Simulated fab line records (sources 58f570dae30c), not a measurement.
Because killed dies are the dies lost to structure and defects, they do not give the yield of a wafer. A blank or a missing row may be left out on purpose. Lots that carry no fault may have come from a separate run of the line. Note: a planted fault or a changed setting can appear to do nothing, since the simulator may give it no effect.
Which tool is to blame? / flow berkeley cmos170 / Sampling: 15 lots, 45 wafers, 4 of 331 route steps

## WHAT THE GAUGES SHOWED, per wafer
UCB170_PWELL_OVL_MEAS_13.
lot=L817; measured=day 3 02:35; on=overlay-01; PWELL_OVL (nm)=-9 0 -6
lot=L818; measured=day 3 08:33; on=overlay-01; PWELL_OVL (nm)=-3 -6 -2
lot=L819; measured=day 3 08:58; on=overlay-02; PWELL_OVL (nm)=5 3 3
lot=L820; measured=day 3 21:36; on=overlay-02; PWELL_OVL (nm)=-1 12 3
lot=L821; measured=day 3 21:51; on=overlay-02; PWELL_OVL (nm)=-1 -4 -6
lot=L822; measured=day 4 00:52; on=overlay-02; PWELL_OVL (nm)=6 1 11
lot=L823; measured=day 4 14:24; on=overlay-02; PWELL_OVL (nm)=1 -3 -11
lot=L825; measured=day 4 17:54; on=overlay-02; PWELL_OVL (nm)=6 8 8
lot=L824; measured=day 4 18:11; on=overlay-02; PWELL_OVL (nm)=7 2 4
lot=L827; measured=day 5 05:05; on=overlay-01; PWELL_OVL (nm)=-2 1 4
lot=L828; measured=day 5 10:43; on=overlay-01; PWELL_OVL (nm)=-2 1 2
lot=L829; measured=day 5 09:54; on=overlay-02; PWELL_OVL (nm)=11 5 6
lot=L830; measured=day 5 21:32; on=overlay-01; PWELL_OVL (nm)=-4 5 0
lot=L840; measured=day 7 15:36; on=overlay-02; PWELL_OVL (nm)=9 1 6
lot=L839; measured=day 7 15:15; on=overlay-01; PWELL_OVL (nm)=3 -4 -1

UCB170_V1_BOW_MEAS_03.
lot=L817; measured=day 7 09:45; on=film metro-04; V1_BOW (um)=14 7 27
lot=L818; measured=day 7 09:29; on=film metro-02; V1_BOW (um)=30 22 30
lot=L819; measured=day 7 09:28; on=film metro-03; V1_BOW (um)=25 20 15
lot=L820; measured=day 8 09:32; on=film metro-02; V1_BOW (um)=35 16 28
lot=L821; measured=day 8 09:53; on=film metro-02; V1_BOW (um)=17 17 13
lot=L822; measured=day 8 09:52; on=film metro-04; V1_BOW (um)=19 19 12
lot=L823; measured=day 8 09:32; on=film metro-03; V1_BOW (um)=23 11 19
lot=L825; measured=day 9 04:50; on=film metro-03; V1_BOW (um)=11 8 22
lot=L824; measured=day 9 04:54; on=film metro-04; V1_BOW (um)=16 27 17
lot=L827; measured=day 10 00:47; on=film metro-02; V1_BOW (um)=26 14 23
lot=L828; measured=day 10 00:47; on=film metro-04; V1_BOW (um)=9 24 13
lot=L829; measured=day 10 00:31; on=film metro-03; V1_BOW (um)=18 5 20
lot=L830; measured=day 10 03:20; on=film metro-04; V1_BOW (um)=12 19 15
lot=L840; measured=day 11 17:55; on=film metro-03; V1_BOW (um)=26 18 24
lot=L839; measured=day 11 15:38; on=film metro-04; V1_BOW (um)=25 23 21

## EACH LOT AND THE TOOL THAT RAN IT (in order: tool; ch and the chambers of the sampled wafers; start)
lot=L817; UCB170_NWELL_STRIP_15=plasma asher-01 ch 0,1, day 2 07:56; UCB170_FIELD_OXIDATION_01=furnace-03 ch 0, day 4 15:04
lot=L818; UCB170_NWELL_STRIP_15=plasma asher-03 ch 0,1, day 2 12:56; UCB170_FIELD_OXIDATION_01=furnace-03 ch 0, day 4 15:04
lot=L819; UCB170_NWELL_STRIP_15=plasma asher-04 ch 0,1, day 2 13:11; UCB170_FIELD_OXIDATION_01=furnace-03 ch 0, day 4 15:04
lot=L820; UCB170_NWELL_STRIP_15=plasma asher-04 ch 0,1, day 3 01:28; UCB170_FIELD_OXIDATION_01=furnace-03 ch 0, day 5 08:37
lot=L821; UCB170_NWELL_STRIP_15=plasma asher-03 ch 0,1, day 3 01:46; UCB170_FIELD_OXIDATION_01=furnace-03 ch 0, day 5 08:37
lot=L822; UCB170_NWELL_STRIP_15=plasma asher-01 ch 0,1, day 3 06:49; UCB170_FIELD_OXIDATION_01=furnace-04 ch 0, day 5 12:20
lot=L823; UCB170_NWELL_STRIP_15=plasma asher-04 ch 0,1, day 3 21:21; UCB170_FIELD_OXIDATION_01=furnace-01 ch 0, day 5 21:17
lot=L825; UCB170_NWELL_STRIP_15=plasma asher-01 ch 1, day 4 02:58; UCB170_FIELD_OXIDATION_01=furnace-03 ch 0, day 6 02:28
lot=L824; UCB170_NWELL_STRIP_15=plasma asher-03 ch 0,1, day 4 03:17; UCB170_FIELD_OXIDATION_01=furnace-03 ch 0, day 6 02:28
lot=L827; UCB170_NWELL_STRIP_15=plasma asher-01 ch 0,1, day 4 11:25; UCB170_FIELD_OXIDATION_01=furnace-01 ch 0, day 7 00:49
lot=L828; UCB170_NWELL_STRIP_15=plasma asher-04 ch 0,1, day 4 14:59; UCB170_FIELD_OXIDATION_01=furnace-01 ch 0, day 7 00:49
lot=L829; UCB170_NWELL_STRIP_15=plasma asher-04 ch 0,1, day 4 19:57; UCB170_FIELD_OXIDATION_01=furnace-01 ch 0, day 7 00:49
lot=L830; UCB170_NWELL_STRIP_15=plasma asher-01 ch 0,1, day 5 04:14; UCB170_FIELD_OXIDATION_01=furnace-01 ch 0, day 7 06:31
lot=L840; UCB170_NWELL_STRIP_15=plasma asher-01 ch 1, day 6 21:28; UCB170_FIELD_OXIDATION_01=furnace-04 ch 0, day 8 21:05
lot=L839; UCB170_NWELL_STRIP_15=plasma asher-01 ch 0,1, day 6 21:50; UCB170_FIELD_OXIDATION_01=furnace-04 ch 0, day 8 21:05
- UCB170_NWELL_STRIP_15: strips in O2.
- UCB170_FIELD_OXIDATION_01: target thk 558.3 nm, ox time 7200 s.

## AS READ BY THE TOOLS THEMSELVES (means over the sampled wafers that have a number; for cases with no such wafer, the mark the record gives instead)
UCB170_NWELL_STRIP_15.
lot=L817; tool=plasma asher-01; drypump motor current A (A)=5.9; o2 flow sccm (sccm)=399.2; oes product au (a.u.)=0.717; strip time to endpoint s (s)=17.92
lot=L818; tool=plasma asher-03; drypump motor current A (A)=5.5; o2 flow sccm (sccm)=401.0; oes product au (a.u.)=0.722; strip time to endpoint s (s)=18.03
lot=L819; tool=plasma asher-04; drypump motor current A (A)=6.1; o2 flow sccm (sccm)=400.2; oes product au (a.u.)=0.721; strip time to endpoint s (s)=17.99
lot=L820; tool=plasma asher-04; drypump motor current A (A)=5.8; o2 flow sccm (sccm)=400.6; oes product au (a.u.)=0.720; strip time to endpoint s (s)=18.03
lot=L821; tool=plasma asher-03; drypump motor current A (A)=5.5; o2 flow sccm (sccm)=397.2; oes product au (a.u.)=0.722; strip time to endpoint s (s)=18.03
lot=L822; tool=plasma asher-01; drypump motor current A (A)=5.9; o2 flow sccm (sccm)=401.5; oes product au (a.u.)=0.718; strip time to endpoint s (s)=18.10
lot=L823; tool=plasma asher-04; drypump motor current A (A)=6.1; o2 flow sccm (sccm)=399.2; oes product au (a.u.)=0.721; strip time to endpoint s (s)=18.00
lot=L825; tool=plasma asher-01; drypump motor current A (A)=6.8; o2 flow sccm (sccm)=400.3; oes product au (a.u.)=0.721; strip time to endpoint s (s)=18.01
lot=L824; tool=plasma asher-03; drypump motor current A (A)=5.3; o2 flow sccm (sccm)=400.0; oes product au (a.u.)=0.719; strip time to endpoint s (s)=18.03
lot=L827; tool=plasma asher-01; drypump motor current A (A)=6.3; o2 flow sccm (sccm)=398.9; oes product au (a.u.)=0.719; strip time to endpoint s (s)=18.09
lot=L828; tool=plasma asher-04; drypump motor current A (A)=6.1; o2 flow sccm (sccm)=398.8; oes product au (a.u.)=0.718; strip time to endpoint s (s)=18.02
lot=L829; tool=plasma asher-04; drypump motor current A (A)=6.1; o2 flow sccm (sccm)=399.4; oes product au (a.u.)=0.723; strip time to endpoint s (s)=18.16
lot=L830; tool=plasma asher-01; drypump motor current A (A)=5.9; o2 flow sccm (sccm)=398.9; oes product au (a.u.)=0.722; strip time to endpoint s (s)=18.04
lot=L840; tool=plasma asher-01; drypump motor current A (A)=6.8; o2 flow sccm (sccm)=400.4; oes product au (a.u.)=0.719; strip time to endpoint s (s)=18.00
lot=L839; tool=plasma asher-01; drypump motor current A (A)=5.9; o2 flow sccm (sccm)=399.9; oes product au (a.u.)=0.722; strip time to endpoint s (s)=18.05

UCB170_FIELD_OXIDATION_01.
lot=L817; tool=furnace-03; ox temp c (C)=999.8; ox temp c max=1006.0; spike tc centre C (C)=1001.9; spike tc source C (C)=1028.1
lot=L818; tool=furnace-03; ox temp c (C)=999.1; ox temp c max=1005.1; spike tc centre C (C)=1001.4; spike tc source C (C)=1028.1
lot=L819; tool=furnace-03; ox temp c (C)=1000.0; ox temp c max=1006.5; spike tc centre C (C)=1002.4; spike tc source C (C)=1027.4
lot=L820; tool=furnace-03; ox temp c (C)=999.2; ox temp c max=1004.7; spike tc centre C (C)=1001.4; spike tc source C (C)=1027.0
lot=L821; tool=furnace-03; ox temp c (C)=1000.5; ox temp c max=1006.9; spike tc centre C (C)=1001.0; spike tc source C (C)=1027.6
lot=L822; tool=furnace-04; ox temp c (C)=999.4; ox temp c max=1007.4; spike tc centre C (C)=1001.1; spike tc source C (C)=1022.3
lot=L823; tool=furnace-01; ox temp c (C)=999.7; ox temp c max=1003.1; spike tc centre C (C)=1002.6; spike tc source C (C)=1023.6
lot=L825; tool=furnace-03; ox temp c (C)=1000.6; ox temp c max=1006.4; spike tc centre C (C)=1001.8; spike tc source C (C)=1027.3
lot=L824; tool=furnace-03; ox temp c (C)=999.8; ox temp c max=1005.6; spike tc centre C (C)=1001.4; spike tc source C (C)=1027.8
lot=L827; tool=furnace-01; ox temp c (C)=999.6; ox temp c max=1003.2; spike tc centre C (C)=1002.3; spike tc source C (C)=1021.8
lot=L828; tool=furnace-01; ox temp c (C)=1000.2; ox temp c max=1004.3; spike tc centre C (C)=1002.6; spike tc source C (C)=1023.5
lot=L829; tool=furnace-01; ox temp c (C)=999.5; ox temp c max=1003.5; spike tc centre C (C)=1003.1; spike tc source C (C)=1023.0
lot=L830; tool=furnace-01; ox temp c (C)=1000.1; ox temp c max=1003.3; spike tc centre C (C)=1003.2; spike tc source C (C)=1022.7
lot=L840; tool=furnace-04; ox temp c (C)=999.9; ox temp c max=1005.4; spike tc centre C (C)=1001.7; spike tc source C (C)=1020.7
lot=L839; tool=furnace-04; ox temp c (C)=1000.3; ox temp c max=1007.2; spike tc centre C (C)=1001.3; spike tc source C (C)=1021.5

## THE ANSWER, worked out from the rows above alone
Rule: the usual values come from the lots themselves. Put in order of their means at a reading, lots are off if they are a third of the lots or fewer, leave a main group of 4 or more, and stand apart from it by a gap of 3 or more times the standard deviation of the main group's means; of several such gaps the widest counts. The tables above print the reading to a certain number of digits; a main group whose means all agree to those digits is not used. Also off: a lot with no number at a reading for which 4 or more lots have one. Any other lot the step has rows for is counted as sound. The gauges are gone through in route order, then the tools' own readings, and for those a lot's mean is taken as printed above. At the first step where some lot is off, the reading lying furthest off is the one used; lots without a number count as furthest.
Across all readings shown, no lot is off: no conclusion can be drawn from this.

## WHAT THE SIMULATOR HAD PUT IN
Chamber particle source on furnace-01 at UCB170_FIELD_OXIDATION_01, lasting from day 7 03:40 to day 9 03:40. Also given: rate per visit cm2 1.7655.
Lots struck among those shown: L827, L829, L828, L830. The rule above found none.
